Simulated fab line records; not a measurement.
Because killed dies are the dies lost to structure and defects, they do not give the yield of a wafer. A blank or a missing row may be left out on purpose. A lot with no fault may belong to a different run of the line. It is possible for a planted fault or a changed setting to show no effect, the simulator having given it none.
Chamber matching	flow berkeley_cmos170	4 sister chambers for UCB170_V1_CMP_02 on cmp-01
The step polishes SiO2. 4 wafers are shown with their chamber, then 7 later ones without.

EACH WAFER AND ITS CHAMBER
wafer	chamber	motor_current_A (A)
L256.1	0	16.0
L259.5	1	15.5
L266.1	2	14.5
L266.4	3	14.6

WAFERS WITH NO CHAMBER GIVEN
wafer	motor_current_A (A)
L266.5	14.9
L269.1	14.7
L269.2	15.4
L269.5	14.7
L267.1	15.5
L267.3	14.9
L267.5	14.9

THE CHAMBER EACH PASSED THROUGH
wafer	from the rows above	in truth
L266.5	can't be placed: 3 or 2 or 1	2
L269.1	can't be placed: 3 or 2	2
L269.2	1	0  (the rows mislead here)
L269.5	can't be placed: 3 or 2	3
L267.1	1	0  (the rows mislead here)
L267.3	can't be placed: 3 or 2 or 1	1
L267.5	can't be placed: 3 or 2 or 1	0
Correctly placed: 0 of 7. Can't be placed from these rows: 5 (the true chamber is among the candidates in 4). 2 placed wrongly.
How it was worked out, from the rows above alone: a wafer's distance from a chamber is the root of the sum, over the readings, of the square of ((its reading less the chamber's mean) divided by the reading's scatter). If the next closest chamber is less than 2 further off than the closest, the wafer can't be placed; otherwise it belongs to the closest. A chamber's mean is the mean of its shown wafers. The scatter: root of mean squared gap, hidden wafer to nearest shown wafer, with one shown wafer a chamber.
